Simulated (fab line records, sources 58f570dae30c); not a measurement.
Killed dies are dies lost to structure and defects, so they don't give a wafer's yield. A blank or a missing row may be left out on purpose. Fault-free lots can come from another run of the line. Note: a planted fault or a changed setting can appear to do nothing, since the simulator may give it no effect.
Which of the tools did it? -- flow berkeley cmos170 -- 15 lots, 45 wafers sampled, at 5 steps of a route of 331

## WHAT THE GAUGES READ, wafer by wafer
UCB170_FIELD_THK_MEAS_91. Usual: FIELD_OXIDE_LEFT_2_THK gives 357 nm (standard deviation 9.6).
lot,measured,on,FIELD_OXIDE_LEFT_2_THK (nm),flag
L507,day 6 21:23,film metro-04,354 357 354,
L508,day 7 13:56,film metro-04,367 364 348,
L509,day 7 14:04,film metro-04,368 349 364,
L511,day 7 14:17,film metro-03,368 368 371,
L510,day 7 14:26,film metro-03,354 363 364,
L514,day 8 05:16,film metro-04,344 341 348,
L512,day 8 05:17,film metro-02,344 350 351,
L521,day 10 04:27,film metro-04,354 355 355,
L523,day 10 04:43,film metro-03,361 370 363,
L522,day 10 04:57,film metro-02,358 354 363,
L524,day 10 05:11,film metro-03,339 351 352,
L525,day 10 22:50,film metro-03,352 351 348,
L529,day 11 05:23,film metro-04,366 376 375,
L527,day 11 05:34,film metro-04,353 363 366,
L530,day 11 23:35,film metro-02,347 355 350,

UCB170_NSD_TW_MEAS_10. Usual: NSD_TW gives 4186 (standard deviation 39).
lot,measured,on,NSD_TW,flag
L507,day 8 05:35,film metro-01,4254 4245 4248,
L508,day 8 21:14,film metro-02,4135 4160 4153,
L509,day 8 21:58,film metro-02,4147 4145 4159,
L511,day 8 21:47,film metro-01,4228 4231 4258,
L510,day 8 21:58,film metro-04,4182 4163 4211,
L514,day 9 14:50,film metro-02,4169 4165 4167,
L512,day 9 15:20,film metro-04,4184 4187 4159,
L521,day 11 08:17,film metro-02,4163 4160 4157,
L523,day 11 08:24,film metro-04,4155 4123 4158,
L522,day 11 08:56,film metro-02,4162 4185 4168,
L524,day 11 08:40,film metro-04,4152 4162 4144,
L525,day 12 12:08,film metro-04,4149 4131 4149,
L529,day 12 12:14,film metro-01,4238 4220 4251,
L527,day 12 12:35,film metro-02,4176 4173 4176,
L530,day 13 05:11,film metro-01,4184 4213 4188,

UCB170_CONTACT_CD_MEAS_15: the cd target is 700 nm. Usual: 699.9 nm for cd nm, sd 1.7.
lot,measured,on,cd nm (nm),flag
L507,day 8 12:35,cd sem-02,699.3 698.6 698.5,
L508,day 9 03:22,cd sem-01,700.2 699.6 700.1,
L509,day 9 05:20,cd sem-02,701.4 702.1 703.4,
L511,day 9 03:40,cd sem-02,698.6 698.2 699.1,
L510,day 9 05:03,cd sem-01,703.7 703.2 703.2,
L514,day 9 21:28,cd sem-02,698.7 698.9 700.1,
L512,day 9 22:49,cd sem-01,699.9 699.3 699.4,
L521,day 11 14:07,cd sem-01,700.6 699.5 701.2,
L523,day 11 15:07,cd sem-02,698.5 699.2 698.3,
L522,day 11 17:14,cd sem-02,700.5 700.1 699.6,
L524,day 11 17:07,cd sem-02,700.4 698.6 700.4,
L525,day 12 22:11,cd sem-01,698.6 696.9 697.7,
L529,day 12 22:19,cd sem-02,701.9 701.2 701.4,
L527,day 12 22:38,cd sem-02,700.7 703.0 699.8,
L530,day 13 15:52,cd sem-01,703.1 703.6 702.1,

## TOOL THAT RAN EACH LOT (tool first, then ch and the chambers of the sampled wafers, then the start)
lot,UCB170_BACKSIDE_COAT_01,UCB170_BACKSIDE_STRIP_03
L507,"litho track-04 ch 0, day 8 06:14","plasma asher-04 ch 0,1, day 8 06:32"
L508,"litho track-01 ch 0, day 8 21:37","plasma asher-02 ch 1, day 8 21:55"
L509,"litho track-04 ch 0, day 8 22:22","plasma asher-03 ch 0,1, day 8 22:38"
L511,"litho track-02 ch 0, day 8 22:11","plasma asher-02 ch 0,1, day 8 22:28"
L510,"litho track-01 ch 0, day 8 22:31","plasma asher-04 ch 0,1, day 8 22:49"
L514,"litho track-02 ch 0, day 9 15:27","plasma asher-03 ch 0,1, day 9 15:44"
L512,"litho track-02 ch 0, day 9 15:57","plasma asher-04 ch 0,1, day 9 16:13"
L521,"litho track-02 ch 0, day 11 08:41","plasma asher-03 ch 0,1, day 11 08:59"
L523,"litho track-02 ch 0, day 11 09:08","plasma asher-02 ch 0,1, day 11 09:26"
L522,"litho track-02 ch 0, day 11 09:35","plasma asher-03 ch 0,1, day 11 09:53"
L524,"litho track-01 ch 0, day 11 09:16","plasma asher-03 ch 0,1, day 11 09:34"
L525,"litho track-01 ch 0, day 12 15:33","plasma asher-04 ch 0,1, day 12 15:49"
L529,"litho track-04 ch 0, day 12 15:29","plasma asher-03 ch 0,1, day 12 15:47"
L527,"litho track-01 ch 0, day 12 15:56","plasma asher-04 ch 0,1, day 12 16:14"
L530,"litho track-01 ch 0, day 13 06:44","plasma asher-04 ch 0,1, day 13 07:02"
- UCB170_BACKSIDE_COAT_01: resist thk 900 nm.
- UCB170_BACKSIDE_STRIP_03: strips in O2.

## WHAT THE TOOLS THEMSELVES READ (means of the sampled wafers that have a number; where no wafer has one, the mark that the record gives instead)
UCB170_BACKSIDE_COAT_01. Usual: 23.00 C for resist line temp C, sd 0.12.
lot,tool,resist line temp C (C),flag
L507,litho track-04,23.03,
L508,litho track-01,22.86,
L509,litho track-04,23.08,
L511,litho track-02,23.02,
L510,litho track-01,23.20,
L514,litho track-02,22.87,
L512,litho track-02,22.87,
L521,litho track-02,23.14,
L523,litho track-02,23.12,
L522,litho track-02,23.10,
L524,litho track-01,22.94,
L525,litho track-01,23.05,
L529,litho track-04,23.11,
L527,litho track-01,23.04,
L530,litho track-01,23.08,

UCB170_BACKSIDE_STRIP_03. Usual: drypump motor current A 5.5 A, standard deviation 0.42; oes product au 0.734 a.u., standard deviation 0.0046; strip time to endpoint s 21.97 s, standard deviation 0.074.
lot,tool,drypump motor current A (A),oes product au (a.u.),strip time to endpoint s (s),flag
L507,plasma asher-04,5.6,0.737,21.91,
L508,plasma asher-02,5.8,0.737,22.04,
L509,plasma asher-03,5.7,0.733,21.89,
L511,plasma asher-02,5.3,0.737,21.94,
L510,plasma asher-04,5.6,0.735,21.89,
L514,plasma asher-03,5.3,0.740,22.00,
L512,plasma asher-04,5.6,0.739,22.02,
L521,plasma asher-03,5.7,0.734,22.65,OFF
L523,plasma asher-02,5.3,0.739,22.63,OFF
L522,plasma asher-03,5.3,0.734,22.48,OFF
L524,plasma asher-03,5.3,0.732,21.95,
L525,plasma asher-04,5.5,0.738,22.15,
L529,plasma asher-03,5.3,0.735,21.95,
L527,plasma asher-04,5.6,0.740,21.97,
L530,plasma asher-04,5.5,0.734,22.06,

## THE ANSWER, worked out from the rows above alone
Rule: lot off if the mean of its wafers having a number is beyond 3 standard deviations from the usual mean. A lot without any number at a reading at which 4 lots or more have one is off too. Where the step has rows for the other lots, those lots are counted as sound. The gauges are gone through in route order, then the tools' own readings, and for those a lot's mean is taken as printed above. The first step at which some lot is off is used, and at that step the reading that is off furthest; a lot without a number counts as furthest.
Off: L521, L523, L522 (UCB170_BACKSIDE_STRIP_03, strip time to endpoint s).
If a tool, at that step or one of the process steps before it, ran each lot that is off and ran no sound lot following the first of them, it fits. One candidate fits, namely litho track-02 at UCB170_BACKSIDE_COAT_01. A fault onset in the window from L512 (day 9 15:57, its last sound lot) to L521 (day 11 08:41, its first lot off) fits.

## WHAT WAS PUT IN BY THE SIMULATOR
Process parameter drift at UCB170_BACKSIDE_COAT_01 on litho track-02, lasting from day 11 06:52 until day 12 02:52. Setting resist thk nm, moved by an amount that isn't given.
Struck lots among those shown: L521, L523, L522. Same finding as the rule above.
